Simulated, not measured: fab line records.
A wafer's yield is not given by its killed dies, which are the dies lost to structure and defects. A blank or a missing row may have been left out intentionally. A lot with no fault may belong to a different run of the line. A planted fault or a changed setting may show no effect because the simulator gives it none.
Which of the tools did it? -- flow rit-cmos -- 14 lots, 42 wafers sampled, at 5 steps of a route of 202

== WHAT THE GAUGES READ, wafer by wafer ==
RIT_ACTIVE_BOW_MEAS_00.
lot,measured,on,INCOMING_BOW (um)
L221,day 1 10:01,film-metro-02,-4 -2 8
L222,day 1 15:00,film-metro-02,3 5 -5
L223,day 1 20:00,film-metro-03,-5 -2 1
L224,day 2 01:00,film-metro-02,-9 -1 -11
L225,day 2 06:01,film-metro-03,-4 2 -1
L226,day 2 11:01,film-metro-02,-9 -5 3
L227,day 2 16:01,film-metro-02,-9 1 -5
L228,day 2 21:02,film-metro-03,-6 -1 11
L238,day 4 23:01,film-metro-03,-13 5 -3
L239,day 5 04:02,film-metro-04,-6 12 5
L241,day 5 14:00,film-metro-02,-2 5 -10
L242,day 5 19:01,film-metro-04,-12 2 7
L243,day 6 00:00,film-metro-04,2 6 -3
L244,day 6 05:00,film-metro-04,4 -4 -2

RIT_NRETRO_TW_MEAS_10.
lot,measured,on,NRETRO_TW
L221,day 2 07:27,film-metro-04,1059 1057 1053
L222,day 2 11:17,film-metro-03,1081 1076 1081
L223,day 2 15:37,film-metro-04,1055 1061 1063
L224,day 2 20:42,film-metro-02,1062 1062 1061
L225,day 3 02:40,film-metro-03,1077 1082 1072
L226,day 3 07:53,film-metro-03,1089 1082 1088
L227,day 3 12:51,film-metro-02,920 925 922 923 922 928
L228,day 3 16:29,film-metro-04,924 920 928 926 932 926
L238,day 5 19:31,film-metro-04,1069 1064 1062
L239,day 6 00:32,film-metro-04,1073 1071 1074
L241,day 6 10:01,film-metro-02,1063 1061 1062
L242,day 6 14:40,film-metro-02,1064 1062 1067
L243,day 6 20:53,film-metro-04,1072 1065 1069
L244,day 7 00:50,film-metro-03,1080 1081 1081

== TOOL THAT RAN EACH LOT (tool first, then ch and the chambers of the sampled wafers, then the start) ==
lot,RIT_NWELL_STRIP_09,RIT_NRETRO_IMPLANT_08,RIT_NRETRO_STRIP_09
L221,"plasma-asher-02 ch 0, day 1 22:49","implanter-02 ch 0, day 2 07:08","plasma-asher-03 ch 0,1, day 2 07:16"
L222,"plasma-asher-04 ch 0,1, day 2 02:24","implanter-02 ch 0, day 2 10:58","plasma-asher-02 ch 0,1, day 2 11:07"
L223,"plasma-asher-01 ch 0,1, day 2 06:46","implanter-04 ch 0, day 2 15:17","plasma-asher-02 ch 0,1, day 2 15:26"
L224,"plasma-asher-01 ch 0,1, day 2 11:55","implanter-03 ch 0, day 2 20:23","plasma-asher-03 ch 0,1, day 2 20:32"
L225,"plasma-asher-02 ch 1, day 2 17:43","implanter-03 ch 0, day 3 02:21","plasma-asher-03 ch 0,1, day 3 02:29"
L226,"plasma-asher-04 ch 0,1, day 2 23:02","implanter-04 ch 0, day 3 07:35","plasma-asher-01 ch 1, day 3 07:43"
L227,"plasma-asher-01 ch 0,1, day 3 03:34","implanter-03 ch 0, day 3 12:32","plasma-asher-02 ch 0,1, day 3 12:40"
L228,"plasma-asher-02 ch 0,1, day 3 07:37","implanter-03 ch 0, day 3 16:11","plasma-asher-01 ch 0,1, day 3 16:20"
L238,"plasma-asher-02 ch 0,1, day 5 10:47","implanter-02 ch 0, day 5 19:12","plasma-asher-02 ch 0,1, day 5 19:20"
L239,"plasma-asher-02 ch 0,1, day 5 15:38","implanter-04 ch 0, day 6 00:14","plasma-asher-03 ch 0,1, day 6 00:24"
L241,"plasma-asher-01 ch 0,1, day 6 01:06","implanter-04 ch 0, day 6 09:41","plasma-asher-01 ch 0,1, day 6 09:50"
L242,"plasma-asher-02 ch 0,1, day 6 05:43","implanter-04 ch 0, day 6 14:22","plasma-asher-01 ch 0,1, day 6 14:29"
L243,"plasma-asher-04 ch 0,1, day 6 12:16","implanter-02 ch 0, day 6 20:34","plasma-asher-02 ch 0,1, day 6 20:43"
L244,"plasma-asher-01 ch 0,1, day 6 15:37","implanter-02 ch 0, day 7 00:31","plasma-asher-01 ch 0,1, day 7 00:40"
- RIT_NWELL_STRIP_09: strips in O2, time 180 s.
- RIT_NRETRO_IMPLANT_08
- RIT_NRETRO_STRIP_09: strips in O2, time 180 s.

== WHAT THE TOOLS THEMSELVES READ (means of the sampled wafers that have a number; where no wafer has one, the mark that the record gives instead) ==
RIT_NWELL_STRIP_09.
lot,tool,drypump-motor-current-A (A)
L221,plasma-asher-02,6.5
L222,plasma-asher-04,4.9
L223,plasma-asher-01,5.4
L224,plasma-asher-01,5.4
L225,plasma-asher-02,5.7
L226,plasma-asher-04,4.9
L227,plasma-asher-01,5.4
L228,plasma-asher-02,6.0
L238,plasma-asher-02,6.0
L239,plasma-asher-02,6.2
L241,plasma-asher-01,5.8
L242,plasma-asher-02,6.0
L243,plasma-asher-04,4.9
L244,plasma-asher-01,5.4

RIT_NRETRO_IMPLANT_08.
lot,tool,dose-ions-cm2,faraday-current-uA
L221,implanter-02,9.9983e+12,31.8
L222,implanter-02,1.0003e+13,31.7
L223,implanter-04,1.0016e+13,31.6
L224,implanter-03,1.0010e+13,32.1
L225,implanter-03,1.0001e+13,31.0
L226,implanter-04,9.9983e+12,31.6
L227,implanter-03,6.5173e+12,21.1
L228,implanter-03,6.5387e+12,20.7
L238,implanter-02,1.0002e+13,32.5
L239,implanter-04,9.9977e+12,32.0
L241,implanter-04,1.0012e+13,31.7
L242,implanter-04,9.9877e+12,32.2
L243,implanter-02,9.9837e+12,31.5
L244,implanter-02,9.9977e+12,31.5

RIT_NRETRO_STRIP_09.
lot,tool,drypump-motor-current-A (A)
L221,plasma-asher-03,5.8
L222,plasma-asher-02,6.0
L223,plasma-asher-02,6.0
L224,plasma-asher-03,5.9
L225,plasma-asher-03,5.8
L226,plasma-asher-01,6.1
L227,plasma-asher-02,6.2
L228,plasma-asher-01,5.7
L238,plasma-asher-02,6.0
L239,plasma-asher-03,5.8
L241,plasma-asher-01,5.8
L242,plasma-asher-01,5.8
L243,plasma-asher-02,6.0
L244,plasma-asher-01,5.4

== THE ANSWER, worked out from the rows above alone ==
Rule: the lots themselves supply what counts as usual. The widest of any qualifying gaps counts: lots, ordered by their means at a reading, are off when they make up no more than a third of the lots, leave a main group of 4 or more, and stand apart from it by 3 or more times the standard deviation of that group's means. A main group whose means are all the same, to the digits that the tables above print for the reading, isn't used. A lot without any number at a reading at which 4 lots or more have one is off too. Where the step has rows for the other lots, those lots are counted as sound. The gauges are gone through in route order, then the tools' own readings, and for those a lot's mean is taken as printed above. At the first step where some lot is off, the reading lying furthest off is the one used; lots without a number count as furthest.
Off: at RIT_NRETRO_TW_MEAS_10 (NRETRO_TW), L227, L228. Main group: mean 1069, sd 9.2.
A tool fits if, at a process step before that reading, it ran every lot that is off, and no sound lot after the first of them. Not tried: the gauges at RIT_NRETRO_TW_MEAS_10; whatever is off there is also off at RIT_NRETRO_IMPLANT_08, on other tools, and gauge error can't account for it. One fits: RIT_NRETRO_IMPLANT_08 on implanter-03. A fault onset in the window from L225 (day 3 02:21, its last sound lot) to L227 (day 3 12:32, its first lot off) fits.
The tool's own readings at RIT_NRETRO_IMPLANT_08 bear it out: on the lots that are off they differ by more than 5 times the standard deviation of the sound lots' means. dose-ions-cm2 reads 6.5280e+12 there against 1.0001e+13 on the sound lots; faraday-current-uA reads 20.9 there against 31.8 on the sound lots.

== WHAT THE SIMULATOR HAD INSERTED ==
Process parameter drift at RIT_NRETRO_IMPLANT_08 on implanter-03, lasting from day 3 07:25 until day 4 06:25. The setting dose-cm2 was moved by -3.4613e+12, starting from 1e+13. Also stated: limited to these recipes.
Struck lots among those shown: L227, L228. The rule above reached the same finding.
